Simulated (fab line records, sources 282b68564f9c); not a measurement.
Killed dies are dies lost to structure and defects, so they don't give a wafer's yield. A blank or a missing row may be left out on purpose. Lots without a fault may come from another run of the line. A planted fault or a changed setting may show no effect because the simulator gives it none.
A struck lot beside a sound one | flow rit_cmos | 44 steps out of a route of 202
Sound: wafers L562.2, L562.3, L562.4. Struck: wafers L573.1, L573.2, L573.5. The cause comes at the end.
At each step with rows: each side's tool, then ch and its chambers, then its first start. Under that, the readings that differ: sound wafers | struck wafers | difference of the means | sigmas: that difference in standard deviations of wafers without a fault.
alike: readings whose means differ by less than 2 such deviations, and words and numbers that are the same on both sides. not compared: withheld readings, readings that some wafer has no value for, bounds like >300 that may hide the same value, and numbers for which the record gives no deviation and whose values overlap.
The two part at a step that has a row with sigmas, a row that says differs or no value, or rows on one side only. Numbers that don't overlap but have no deviation are shown without sigmas and don't part them. A reading that every wafer of one side lacks parts them only if that side has two wafers or more.

first, 1 step without rows for these wafers: RIT_PRETRO_IMPLANT_08.
RIT_PRETRO_STRIP_09: strips in O2, time 180 s.
  sound on plasma_asher-02 ch 0,1, day 3 09:02; struck on plasma_asher-03 ch 0,1, day 5 15:54
  alike: drypump_motor_current_A
  not compared: rf_hours_counter_h
RIT_PRETRO_TW_MEAS_10:
  sound on film_metro-03, day 3 09:13; struck on film_metro-02, day 5 16:04
  alike: PRETRO_TW
then, 5 steps without rows for these wafers: RIT_GATE_WET_ETCH_00 (etches SiO2 in BOE, target depth 56 nm, time 60 s); RIT_GATE_CLEAN_01 (cleans in SC1, time 600 s); RIT_GATE_CLEAN_02 (cleans in dHF, time 30 s); RIT_GATE_CLEAN_03 (cleans in SC2, time 600 s); RIT_GATE_CLEAN_04 (cleans in dHF, time 60 s).
RIT_FOX2_THK_MEAS_91:
  sound on film_metro-04, day 3 09:44; struck on film_metro-01, day 5 16:34
  alike: FIELD_OXIDE_LEFT_2_THK
then, 2 steps without rows for these wafers: RIT_GATE_OXIDATION_05 (target thk 3 nm, ox time 276.9 s); RIT_GATE_ANNEAL_06 (time 600 s).
RIT_GATE_THK_MEAS_07:
  sound on film_metro-01, day 3 12:12; struck on film_metro-03, day 5 19:53
  alike: GATE_OXIDE_THK
RIT_GATE_CVD_08: deposits poly-Si from SiH4, target thk 250 nm, time 2220 s.
  sound on lpcvd-02 ch 1, day 3 12:15; struck on lpcvd-02 ch 0, day 5 19:56
  reading                                  | sound             | struck          | difference | sigmas
  model.poly-Si_of_GATE_CVD_08.thk_nm (nm) | 250.9 251.2 251.1 | 277 277.2 277.1 | +26        |
  alike: pressure_mtorr, sih4_flow_sccm
RIT_GATE_THK_MEAS_09:
  sound on film_metro-03, day 3 13:53; struck on film_metro-03, day 5 21:34
  reading            | sound             | struck            | difference | sigmas
  GATE_POLY_THK (nm) | 250.9 251.0 251.3 | 277.1 277.3 277.0 | +26.1      | +12
then, 6 steps without rows for these wafers: RIT_GATE_HMDS_10 (prime time 60 s); RIT_GATE_COAT_11 (resist thk 850 nm); RIT_GATE_SOFTBAKE_12 (time 60 s); RIT_GATE_EXPOSE_13 (exposes mask M6, target cd 150 nm); RIT_GATE_PEB_14; RIT_GATE_DEVELOP_15 (develop time 50 s).
RIT_GATE_CD_MEAS_16: target cd 150 nm.
  sound on cd_sem-02, day 3 14:59; struck on cd_sem-01, day 5 22:28
  alike: cd_nm
RIT_GATE_OVL_MEAS_17:
  sound on overlay-02, day 3 15:05; struck on overlay-01, day 5 22:35
  alike: GATE_OVL
then, 1 step without rows for these wafers: RIT_GATE_HARDBAKE_18 (time 60 s).
RIT_GATE_ETCH_19: etches poly-Si in SF6/CHF3/O2, stops on SiO2, time 165 s, target depth 312.5 nm.
  sound on rie_si-02 ch 1,2,3, day 3 15:18; struck on rie_si-02 ch 2,3, day 5 22:47
  reading                          | sound             | struck            | difference | sigmas
  oes_product_au (a.u.)            | 0.832 0.843 0.882 | 0.894 0.938 0.897 | +0.057     | +4
  model.GATE.feature_depth_nm (nm) | 250.9 251.2 251.1 | 277 277.2 277.1   | +26        |
  model.etch.depth_nm (nm)         | 250.9 251.2 251.1 | 277 277.2 277.1   | +26        |
  alike: drypump_motor_current_A, throttle_valve_pct
  not compared: rf_hours_counter_h
RIT_GATE_STRIP_20: strips in O2, time 180 s.
  sound on plasma_asher-04 ch 0,1, day 3 15:24; struck on plasma_asher-03 ch 0,1, day 5 22:53
  alike: drypump_motor_current_A
  not compared: rf_hours_counter_h
RIT_GATE_CD_MEAS_90: target cd 150 nm.
  sound on cd_sem-01, day 3 15:36; struck on cd_sem-01, day 5 23:04
  alike: cd_nm
then, 4 steps without rows for these wafers: RIT_REOX_CLEAN_00 (cleans in SC1, time 600 s); RIT_REOX_CLEAN_01 (cleans in dHF, time 30 s); RIT_REOX_CLEAN_02 (cleans in SC2, time 600 s); RIT_REOX_OXIDATION_03 (target thk 25.2 nm, ox time 5580 s).
RIT_REOX_THK_MEAS_04:
  sound on film_metro-02, day 3 19:32; struck on film_metro-03, day 6 02:06
  alike: REOX_OXIDE_THK
then, 6 steps without rows for these wafers: RIT_NLDD_HMDS_00 (prime time 60 s); RIT_NLDD_COAT_01 (resist thk 1000 nm); RIT_NLDD_SOFTBAKE_02 (time 60 s); RIT_NLDD_EXPOSE_03 (exposes mask M7, target cd 40700 nm); RIT_NLDD_PEB_04; RIT_NLDD_DEVELOP_05 (develop time 50 s).
RIT_NLDD_OVL_MEAS_06:
  sound on overlay-02, day 3 20:42; struck on overlay-02, day 6 03:08
  alike: NLDD_OVL
then, 2 steps without rows for these wafers: RIT_NLDD_HARDBAKE_07 (time 60 s); RIT_NLDD_IMPLANT_08.
RIT_NLDD_STRIP_09: strips in O2, time 180 s.
  sound on plasma_asher-02 ch 0,1, day 3 21:02; struck on plasma_asher-03 ch 0,1, day 6 03:28
  alike: drypump_motor_current_A
  not compared: rf_hours_counter_h
RIT_NLDD_TW_MEAS_10:
  sound on film_metro-04, day 3 21:13; struck on film_metro-01, day 6 03:39
  reading | sound          | struck         | difference | sigmas
  NLDD_TW | 2530 2528 2523 | 2471 2466 2471 | -58        | -2
RIT_SDANNEAL_CLEAN_02: cleans in SC2, time 600 s.
  sound on wet_bench-03 ch 0, day 4 04:28; struck on wet_bench-04 ch 0, day 6 10:47
  reading                                  | sound             | struck            | difference | sigmas
  model.poly-Si_of_GATE_CVD_08.thk_nm (nm) | 164.9 166.2 163.9 | 189.2 189.1 189.6 | +24.3      |
RIT_M1_PROBE_99:
  sound on prober-01, day 4 12:34; struck on prober-02, day 6 18:34
  reading                                          | sound                | struck              | difference | sigmas
  model.etest.pmos_turned.r_on_ohm_um              | 3369 3325 3448       | 3734 3857 3813      | +421       |
  model.etest.nmos_turned.drive_ua_um              | 348.6 353.5 343.4    | 283.2 278.1 273.6   | -70.2      |
  model.etest.pmos_turned.drive_ua_um              | 193.7 195.1 187.4    | 165 160 160.3       | -30        |
  model.etest.poly_comb_over_steps.leak_log10_a_um | -12.75 -12.76 -12.72 | -11.39 -12.42 -11.8 | +0.87      |
  model.etest.nmos_0p15.tox_inv_nm (nm)            | 4.558 4.542 4.516    | 4.615 4.633 4.613   | +0.082     |
  alike: killed_at_contacts, killed_at_front_end, killed_dies, killed_on_rim, killed_open, killed_short

WHERE THEY PART
First at RIT_GATE_THK_MEAS_09; last, within this record, at RIT_NLDD_TW_MEAS_10. Later steps at which nothing parts them and some readings are alike: RIT_M1_PROBE_99.

WHY: what the simulator had put in
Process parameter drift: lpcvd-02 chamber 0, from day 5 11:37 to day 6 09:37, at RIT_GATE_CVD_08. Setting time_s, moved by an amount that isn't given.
